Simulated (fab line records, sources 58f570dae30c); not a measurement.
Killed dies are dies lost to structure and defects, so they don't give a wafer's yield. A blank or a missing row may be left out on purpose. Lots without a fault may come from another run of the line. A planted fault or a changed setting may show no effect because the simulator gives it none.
Split-lot experiment | flow berkeley_cmos170 | 5 lots, 23 wafers read, on a route of 331 steps

THE SPLIT
At UCB170_SPACER_CVD_00 (deposits SiO2 from TEOS/O2, target thk 376 nm, time 47 s), the setting rf_w was moved away from the recipe's 550 W on 11 of the 23 wafers read, by -9.1% to +11.5%. The other wafers ran this setting at the recipe's value.

The file shows no step between the split and the reading.

THE READING
SPACER_TEOS_THK, in nm, at UCB170_SPACER_THK_MEAS_01. Fault-free wafers of this fab line usually give 374 nm, standard deviation 4.7 nm.

wafer  | tool, chamber at the split | rf_w as run, W | against the recipe | SPACER_TEOS_THK, nm | against lot-mates on the recipe
L075.2 | pecvd-04, 0                | 500.2          | -9.1%              | 363                 | -16
L075.3 | pecvd-04, 0                | 500.2          | -9.1%              | 370                 | -10
L075.4 | pecvd-04, 1                | 550            | recipe             | 378                 | -
L075.5 | pecvd-04, 0                | 550            | recipe             | 381                 | -
L075.6 | pecvd-04, 1                | 500.2          | -9.1%              | 366                 | -14
L080.2 | pecvd-03, 1                | 550            | recipe             | 375                 | -
L080.3 | pecvd-03, 0                | 594.4          | +8.1%              | 381                 | +6
L080.4 | pecvd-03, 0                | 594.4          | +8.1%              | 384                 | +8
L080.5 | pecvd-03, 1                | 594.4          | +8.1%              | 387                 | +12
L080.6 | pecvd-03, 2                | 550            | recipe             | 376                 | -
L081.1 | pecvd-04, 0                | 509            | -7.5%              | 368                 | -9
L081.2 | pecvd-04, 1                | 550            | recipe             | 373                 | -
L081.3 | pecvd-04, 2                | 509            | -7.5%              | 356                 | -21
L081.4 | pecvd-04, 0                | 550            | recipe             | 379                 | -
L081.5 | pecvd-04, 2                | 550            | recipe             | 378                 | -
L084.1 | pecvd-02, 2                | 550            | recipe             | 367                 | -
L084.4 | pecvd-02, 0                | 550            | recipe             | 381                 | -
L084.5 | pecvd-02, 2                | 550            | recipe             | 376                 | -
L085.1 | pecvd-02, 0                | 613.1          | +11.5%             | 379                 | +15
L085.2 | pecvd-02, 2                | 550            | recipe             | 358                 | -
L085.3 | pecvd-02, 1                | 550            | recipe             | 370                 | -
L085.4 | pecvd-02, 0                | 613.1          | +11.5%             | 381                 | +17
L085.6 | pecvd-02, 1                | 613.1          | +11.5%             | 384                 | +20

THE FIT
A straight line over all 23 wafers: SPACER_TEOS_THK changes by +0.936 nm for each +1% of rf_w; r = +0.73; the points scatter about the line by 5.8 nm.
The same after taking each lot's own level away (the mean of its wafers on the recipe; 23 wafers): +1.47 nm for each +1%; r = +0.92; scatter 4.2 nm.
On that fit, the largest move of rf_w shifts the reading by 17 nm.
The lots' own levels span 364.0 to 379.5 nm, that is 3.3 times the standard deviation above.
So the lot-to-lot level blurs the effect unless lot-mates are compared.
Check: with one of the wafers moved furthest among these (+11.5%) left out of the fit, the line predicts +16.4 nm for it against its lot-mates. It came out at +15 nm against them.

OTHER SPLITS ON THESE WAFERS
These wafers also went through other splits before the reading. Each is held against what the fit with the lots' levels taken away leaves over:
other split on the same wafers         | wafers away from the commonest value | r with SPACER_TEOS_THK (lot level and that fit taken away)
UCB170_START_OXIDATION_02 temp_c       | 15                                   | -0.12
UCB170_NWELL_CVD_04 pressure_mtorr     | 10                                   | -0.17
UCB170_NWELL_IMPLANT_14 dose_cm2       | 7                                    | +0.11
UCB170_PWELL_OXIDATION_02 ox_time_s    | 15                                   | -0.12
UCB170_SCREENOX_OXIDATION_01 ox_time_s | 10                                   | -0.18
UCB170_NVT_COAT_01 resist_thk_nm       | 8                                    | +0.20
UCB170_NVT_EXPOSE_03 dose_mj           | 7                                    | +0.00
UCB170_GATE_CVD_04 pressure_mtorr      | 18                                   | +0.22
UCB170_GATE_SOFTBAKE_08 time_s         | 10                                   | -0.27

THE WHOLE CHAIN: every reading that the file lists as answering this split, in the file's order
step                      | what it does                                                             | reading                                                                       | change (the file's fit)              | r (the file's)
UCB170_SPACER_CVD_00      | deposits SiO2 from TEOS/O2, target thk 376 nm, time 47 s                 | SiO2_of_SPACER_CVD_00.thk_nm (the simulator's own value, which no gauge read) | +1.49 nm for each +1% of the setting | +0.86
UCB170_SPACER_THK_MEAS_01 |                                                                          | SPACER_TEOS_THK                                                               | +1.49 for each +1% of the setting    | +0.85
UCB170_SPACER_ETCHBACK_03 | etches SiO2 in CHF3/CF4/Ar, stops on Si, target depth 376 nm, time 100 s | etch.depth_nm (the simulator's own value, which no gauge read)                | +2.05 nm for each +1% of the setting | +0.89

THE FILE'S OWN FIT
SPACER_TEOS_THK changes by +1.49 nm for each +1% of rf_w, r = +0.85.
